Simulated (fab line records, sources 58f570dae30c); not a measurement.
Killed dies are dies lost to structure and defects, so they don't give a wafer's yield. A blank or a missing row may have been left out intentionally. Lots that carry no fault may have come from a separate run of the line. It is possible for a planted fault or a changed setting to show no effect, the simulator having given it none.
Chamber matching	flow berkeley_cmos170	4 sister chambers for UCB170_V2_CMP_02 on cmp-02
The step polishes SiO2. 8 wafers are shown with their chamber, then 10 later ones without.

== WAFERS PAIRED WITH THEIR CHAMBERS ==
wafer	chamber	motor_current_A (A)	retaining_ring_pressure_frac
L287.4	3	19.8	0.997
L291.4	3	20.1	1.000
L290.5	0	17.0	0.999
L299.4	1	16.8	1.000
L299.5	2	17.2	0.997
L299.6	1	16.8	0.998
L300.1	2	16.1	1.003
L300.3	0	16.8	1.007

== WAFERS WHOSE CHAMBER IS MISSING ==
wafer	motor_current_A (A)	retaining_ring_pressure_frac
L300.4	20.1	0.999
L301.1	20.3	0.997
L301.3	17.5	1.001
L301.5	19.0	0.998
L303.2	16.3	0.997
L303.5	16.0	0.998
L303.6	20.8	1.005
L304.3	16.5	1.005
L304.5	17.2	1.003
L304.6	15.8	0.998

== THE CHAMBER EACH PASSED THROUGH ==
wafer	from the rows above	in truth
L300.4	3	3
L301.1	3	3
L301.3	can't be placed: 0 or 1 or 2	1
L301.5	3	3
L303.2	can't be placed: 2 or 1 or 0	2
L303.5	can't be placed: 2 or 1 or 0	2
L303.6	3	3
L304.3	can't be placed: 0 or 2 or 1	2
L304.5	can't be placed: 0 or 1 or 2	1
L304.6	can't be placed: 2 or 1 or 0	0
Correctly placed: 4 of 10. Not placeable from these rows: 6 (in 6, the candidates include the true chamber). Wrongly placed: 0.
How it was worked out, from the rows above alone: a wafer's distance from a chamber is the root of the sum, over the readings, of the square of ((its reading less the chamber's mean) divided by the reading's scatter). The wafer belongs to the nearest chamber; if the next one is less than 2 further off, it can't be placed. A chamber's mean is the mean of its shown wafers. The scatter: the root of (the sum of the squares of (reading less its chamber's mean) over the shown wafers, divided by (wafers less chambers)).
